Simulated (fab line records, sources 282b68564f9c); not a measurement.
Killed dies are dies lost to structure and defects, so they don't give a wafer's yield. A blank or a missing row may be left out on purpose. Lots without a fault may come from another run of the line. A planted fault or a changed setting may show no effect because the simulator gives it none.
Split-lot experiment | flow rit_cmos | 5 lots, 23 wafers read, on a route of 202 steps

THE SPLIT
At RIT_GATE_COAT_11 (resist thk 850 nm), the setting resist_thk_nm was moved away from the recipe's 850 nm on 9 of the 23 wafers read, by -3.6% to +4.7%. The other wafers ran this setting at the recipe's value.

FROM THE SPLIT TO THE READING: what the file shows between them, 8 steps
- RIT_GATE_SOFTBAKE_12: time 60 s
- RIT_GATE_EXPOSE_13: exposes mask M6, target cd 150 nm
- RIT_GATE_PEB_14
- RIT_GATE_DEVELOP_15: develop time 50 s
- RIT_GATE_CD_MEAS_16: target cd 150 nm
- RIT_GATE_HARDBAKE_18: time 60 s
- RIT_GATE_ETCH_19: etches poly-Si in SF6/CHF3/O2, stops on SiO2, time 165 s, target depth 312.5 nm (also split here: time_s)
- RIT_GATE_STRIP_20: strips in O2, time 180 s

THE READING
cd_nm, in nm, at RIT_GATE_CD_MEAS_90 (target cd 150 nm). Fault-free wafers of this fab line usually give 148.8 nm, standard deviation 2.7 nm.

wafer  | tool, chamber at the split | resist_thk_nm as run, nm | against the recipe | cd_nm, nm | against lot-mates on the recipe
L075.2 | litho_track-01, 0          | 850                      | recipe             | 151.3     | -
L075.5 | litho_track-01, 0          | 850                      | recipe             | 150.9     | -
L075.6 | litho_track-01, 0          | 850                      | recipe             | 152.9     | -
L076.1 | litho_track-03, 0          | 850                      | recipe             | 147.1     | -
L076.2 | litho_track-03, 0          | 850                      | recipe             | 146.6     | -
L076.3 | litho_track-03, 0          | 872.5                    | +2.6%              | 151.9     | +5.1
L076.5 | litho_track-03, 0          | 872.5                    | +2.6%              | 149.6     | +2.8
L076.6 | litho_track-03, 0          | 872.5                    | +2.6%              | 150.6     | +3.8
L080.2 | litho_track-02, 0          | 850                      | recipe             | 147.1     | -
L080.3 | litho_track-02, 0          | 890.3                    | +4.7%              | 150.8     | +3.6
L080.4 | litho_track-02, 0          | 890.3                    | +4.7%              | 151.8     | +4.6
L080.5 | litho_track-02, 0          | 890.3                    | +4.7%              | 154.2     | +6.9
L080.6 | litho_track-02, 0          | 850                      | recipe             | 147.4     | -
L082.1 | litho_track-03, 0          | 819.2                    | -3.6%              | 141.8     | -3.7
L082.2 | litho_track-03, 0          | 850                      | recipe             | 145.4     | -
L082.3 | litho_track-03, 0          | 819.2                    | -3.6%              | 142.9     | -2.6
L082.4 | litho_track-03, 0          | 850                      | recipe             | 145.6     | -
L082.5 | litho_track-03, 0          | 819.2                    | -3.6%              | 139.8     | -5.7
L083.1 | litho_track-02, 0          | 850                      | recipe             | 147.6     | -
L083.2 | litho_track-02, 0          | 850                      | recipe             | 146.5     | -
L083.3 | litho_track-02, 0          | 850                      | recipe             | 144.3     | -
L083.4 | litho_track-02, 0          | 850                      | recipe             | 145.7     | -
L083.5 | litho_track-02, 0          | 850                      | recipe             | 145.5     | -

THE FIT
A straight line over all 23 wafers: cd_nm changes by +1.28 nm for each +1% of resist_thk_nm; r = +0.81; the points scatter about the line by 2.2 nm.
The same after taking each lot's own level away (the mean of its wafers on the recipe; 23 wafers): +1.13 nm for each +1%; r = +0.93; scatter 1.1 nm.
On that fit, the largest move of resist_thk_nm shifts the reading by 5.4 nm.
The lots' own levels span 145.50 to 151.70 nm, that is 2.3 times the standard deviation above.
So the lot-to-lot level changes the slope: the two fits differ.
Check: with one of the wafers moved furthest among these (+4.7%) left out of the fit, the line predicts +5.89 nm for it against its lot-mates. It came out at +3.55 nm against them.

OTHER SPLITS ON THESE WAFERS
These wafers also went through other splits before the reading. Each is held against what the fit with the lots' levels taken away leaves over:
other split on the same wafers    | wafers away from the commonest value | r with cd_nm (lot level and that fit taken away)
RIT_ACTIVE_OXIDATION_01 ox_time_s | 18                                   | +0.13
RIT_ACTIVE_SOFTBAKE_07 temp_c     | 5                                    | +0.30
RIT_NWELL_IMPLANT_08 energy_kev   | 4                                    | -0.16
RIT_PWELL_COAT_01 spin_rpm        | 5                                    | -0.23
RIT_NRETRO_COAT_01 spin_rpm       | 8                                    | -0.02
RIT_NRETRO_SOFTBAKE_02 temp_c     | 8                                    | -0.12
RIT_GATE_CVD_08 pressure_mtorr    | 18                                   | +0.04
RIT_GATE_ETCH_19 time_s           | 7                                    | +0.28

THE WHOLE CHAIN: every reading that the file lists as answering this split, in the file's order
step                 | what it does                                                                    | reading                                                                         | change (the file's fit)              | r (the file's)
RIT_GATE_COAT_11     | resist thk 850 nm                                                               | NOVOLAK_of_GATE_COAT_11.thk_nm (the simulator's own value, which no gauge read) | +8.61 nm for each +1% of the setting | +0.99
RIT_GATE_CD_MEAS_16  | target cd 150 nm                                                                | cd_nm                                                                           | +1.16 nm for each +1% of the setting | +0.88
RIT_GATE_HARDBAKE_18 | time 60 s                                                                       | NOVOLAK_of_GATE_COAT_11.thk_nm (the simulator's own value, which no gauge read) | +7.54 nm for each +1% of the setting | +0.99
RIT_GATE_ETCH_19     | etches poly-Si in SF6/CHF3/O2, stops on SiO2, time 165 s, target depth 312.5 nm | NOVOLAK_of_GATE_COAT_11.thk_nm (the simulator's own value, which no gauge read) | +7.36 nm for each +1% of the setting | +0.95
RIT_GATE_CD_MEAS_90  | target cd 150 nm                                                                | cd_nm                                                                           | +1.14 nm for each +1% of the setting | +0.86

THE FILE'S OWN FIT
cd_nm changes by +1.14 nm for each +1% of resist_thk_nm, r = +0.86.
